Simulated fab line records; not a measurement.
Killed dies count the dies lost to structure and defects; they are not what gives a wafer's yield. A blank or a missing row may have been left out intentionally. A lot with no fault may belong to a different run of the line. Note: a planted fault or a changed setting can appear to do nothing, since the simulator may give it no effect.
Lot-split experiment || flow berkeley-cmos170 || 5 lots, 23 wafers read, on a route of 331 steps

## SPLIT DETAILS
At UCB170_CONTACT_COAT_10 (resist thk 900 nm), the setting resist-thk-nm was moved away from the recipe's 900 nm on 10 of the 23 wafers read, by -3.2% to +5.8%. The other wafers ran this setting at the recipe's value.

## FROM THE SPLIT TO THE READING: what the file shows between them, 3 steps
- UCB170_CONTACT_SOFTBAKE_11: time 60 s
- UCB170_CONTACT_EXPOSE_12: exposes mask CONT, target cd 700 nm
- UCB170_CONTACT_ETCH_17: etches BARC in N2/H2

## THE READING
KrF_of_CONTACT_COAT_10.thk-nm (the simulator's own value, which no gauge read), in nm, at UCB170_CONTACT_ETCH_18 (etches PSG in CHF3/CF4/Ar, stops on TiSi2, target depth 840 nm, time 195 s). There is no usual value for it anywhere in the file. Here, 13 wafers ran the recipe; their average is 693.0 nm with a standard deviation of 3.3 nm.

{"wafer": "L077.2", "tool, chamber at the split": "litho-track-01, 0", "resist-thk-nm as run, nm": 900, "against the recipe": "recipe", "KrF_of_CONTACT_COAT_10.thk-nm, nm": 695.2, "against lot-mates on the recipe": "-"}
{"wafer": "L077.3", "tool, chamber at the split": "litho-track-01, 0", "resist-thk-nm as run, nm": 900, "against the recipe": "recipe", "KrF_of_CONTACT_COAT_10.thk-nm, nm": 699.6, "against lot-mates on the recipe": "-"}
{"wafer": "L077.4", "tool, chamber at the split": "litho-track-01, 0", "resist-thk-nm as run, nm": 900, "against the recipe": "recipe", "KrF_of_CONTACT_COAT_10.thk-nm, nm": 693.1, "against lot-mates on the recipe": "-"}
{"wafer": "L077.5", "tool, chamber at the split": "litho-track-01, 0", "resist-thk-nm as run, nm": 948.4, "against the recipe": "+5.4%", "KrF_of_CONTACT_COAT_10.thk-nm, nm": 743.1, "against lot-mates on the recipe": "+47.1"}
{"wafer": "L077.6", "tool, chamber at the split": "litho-track-01, 0", "resist-thk-nm as run, nm": 948.4, "against the recipe": "+5.4%", "KrF_of_CONTACT_COAT_10.thk-nm, nm": 740.7, "against lot-mates on the recipe": "+44.7"}
{"wafer": "L078.1", "tool, chamber at the split": "litho-track-01, 0", "resist-thk-nm as run, nm": 916.1, "against the recipe": "+1.8%", "KrF_of_CONTACT_COAT_10.thk-nm, nm": 712.4, "against lot-mates on the recipe": "+18.9"}
{"wafer": "L078.2", "tool, chamber at the split": "litho-track-01, 0", "resist-thk-nm as run, nm": 900, "against the recipe": "recipe", "KrF_of_CONTACT_COAT_10.thk-nm, nm": 694.1, "against lot-mates on the recipe": "-"}
{"wafer": "L078.3", "tool, chamber at the split": "litho-track-01, 0", "resist-thk-nm as run, nm": 916.1, "against the recipe": "+1.8%", "KrF_of_CONTACT_COAT_10.thk-nm, nm": 710, "against lot-mates on the recipe": "+16.5"}
{"wafer": "L078.4", "tool, chamber at the split": "litho-track-01, 0", "resist-thk-nm as run, nm": 916.1, "against the recipe": "+1.8%", "KrF_of_CONTACT_COAT_10.thk-nm, nm": 713.4, "against lot-mates on the recipe": "+19.9"}
{"wafer": "L078.5", "tool, chamber at the split": "litho-track-01, 0", "resist-thk-nm as run, nm": 900, "against the recipe": "recipe", "KrF_of_CONTACT_COAT_10.thk-nm, nm": 693, "against lot-mates on the recipe": "-"}
{"wafer": "L084.1", "tool, chamber at the split": "litho-track-02, 0", "resist-thk-nm as run, nm": 900, "against the recipe": "recipe", "KrF_of_CONTACT_COAT_10.thk-nm, nm": 688.9, "against lot-mates on the recipe": "-"}
{"wafer": "L084.2", "tool, chamber at the split": "litho-track-02, 0", "resist-thk-nm as run, nm": 870.8, "against the recipe": "-3.2%", "KrF_of_CONTACT_COAT_10.thk-nm, nm": 665.6, "against lot-mates on the recipe": -26.8}
{"wafer": "L084.4", "tool, chamber at the split": "litho-track-02, 0", "resist-thk-nm as run, nm": 870.8, "against the recipe": "-3.2%", "KrF_of_CONTACT_COAT_10.thk-nm, nm": 666.7, "against lot-mates on the recipe": -25.7}
{"wafer": "L084.5", "tool, chamber at the split": "litho-track-02, 0", "resist-thk-nm as run, nm": 900, "against the recipe": "recipe", "KrF_of_CONTACT_COAT_10.thk-nm, nm": 693.7, "against lot-mates on the recipe": "-"}
{"wafer": "L084.6", "tool, chamber at the split": "litho-track-02, 0", "resist-thk-nm as run, nm": 900, "against the recipe": "recipe", "KrF_of_CONTACT_COAT_10.thk-nm, nm": 694.5, "against lot-mates on the recipe": "-"}
{"wafer": "L083.1", "tool, chamber at the split": "litho-track-01, 0", "resist-thk-nm as run, nm": 900, "against the recipe": "recipe", "KrF_of_CONTACT_COAT_10.thk-nm, nm": 695.3, "against lot-mates on the recipe": "-"}
{"wafer": "L083.2", "tool, chamber at the split": "litho-track-01, 0", "resist-thk-nm as run, nm": 952.3, "against the recipe": "+5.8%", "KrF_of_CONTACT_COAT_10.thk-nm, nm": 747.9, "against lot-mates on the recipe": "+52.8"}
{"wafer": "L083.3", "tool, chamber at the split": "litho-track-01, 0", "resist-thk-nm as run, nm": 952.3, "against the recipe": "+5.8%", "KrF_of_CONTACT_COAT_10.thk-nm, nm": 746.9, "against lot-mates on the recipe": "+51.8"}
{"wafer": "L083.5", "tool, chamber at the split": "litho-track-01, 0", "resist-thk-nm as run, nm": 900, "against the recipe": "recipe", "KrF_of_CONTACT_COAT_10.thk-nm, nm": 694.9, "against lot-mates on the recipe": "-"}
{"wafer": "L083.6", "tool, chamber at the split": "litho-track-01, 0", "resist-thk-nm as run, nm": 952.3, "against the recipe": "+5.8%", "KrF_of_CONTACT_COAT_10.thk-nm, nm": 746.5, "against lot-mates on the recipe": "+51.4"}
{"wafer": "L082.2", "tool, chamber at the split": "litho-track-01, 0", "resist-thk-nm as run, nm": 900, "against the recipe": "recipe", "KrF_of_CONTACT_COAT_10.thk-nm, nm": 686.2, "against lot-mates on the recipe": "-"}
{"wafer": "L082.4", "tool, chamber at the split": "litho-track-01, 0", "resist-thk-nm as run, nm": 900, "against the recipe": "recipe", "KrF_of_CONTACT_COAT_10.thk-nm, nm": 691, "against lot-mates on the recipe": "-"}
{"wafer": "L082.5", "tool, chamber at the split": "litho-track-01, 0", "resist-thk-nm as run, nm": 900, "against the recipe": "recipe", "KrF_of_CONTACT_COAT_10.thk-nm, nm": 689.9, "against lot-mates on the recipe": "-"}

FIT RESULTS
A straight line over all 23 wafers: KrF_of_CONTACT_COAT_10.thk-nm changes by +9.08 nm for each +1% of resist-thk-nm; r = +0.99; the points scatter about the line by 2.9 nm.
The same after taking each lot's own level away (the mean of its wafers on the recipe; 23 wafers): +8.7 nm for each +1%; r = +1.00; scatter 2.1 nm.
On that fit, the largest move of resist-thk-nm shifts the reading by 51 nm.
The lots' own levels span 689.03 to 695.97 nm, that is 2.1 times the standard deviation above.
The two slopes agree, so the slope changes little with the lot-to-lot level.
Check: +50.9 nm against its lot-mates is what the line predicts for one of the wafers moved furthest among these (+5.8%) when that wafer is left out of the fit. It came out at +52.8 nm against them.

## FURTHER SPLITS ON THESE WAFERS
These wafers also went through other splits before the reading. Each is held against what the fit with the lots' levels taken away leaves over:
{"other split on the same wafers": "UCB170_NSD_IMPLANT_08 energy-kev", "wafers away from the commonest value": 10, "r with KrF_of_CONTACT_COAT_10.thk-nm (lot level and that fit taken away)": "+0.00"}
{"other split on the same wafers": "UCB170_BACKSIDE_HMDS_00 prime-time-s", "wafers away from the commonest value": 4, "r with KrF_of_CONTACT_COAT_10.thk-nm (lot level and that fit taken away)": -0.02}

## THE WHOLE CHAIN: every reading that the file lists as answering this split, in the file's order
{"step": "UCB170_CONTACT_COAT_10", "what it does": "resist thk 900 nm", "reading": "KrF_of_CONTACT_COAT_10.thk-nm (the simulator's own value, which no gauge read)", "change (the file's fit)": "+8.9 nm for each +1% of the setting", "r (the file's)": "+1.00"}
{"step": "UCB170_CONTACT_ETCH_18", "what it does": "etches PSG in CHF3/CF4/Ar, stops on TiSi2, target depth 840 nm, time 195 s", "reading": "KrF_of_CONTACT_COAT_10.thk-nm (the simulator's own value, which no gauge read)", "change (the file's fit)": "+8.73 nm for each +1% of the setting", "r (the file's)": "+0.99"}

## THE FILE'S OWN FIT
KrF_of_CONTACT_COAT_10.thk-nm changes by +8.73 nm for each +1% of resist-thk-nm, r = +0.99.
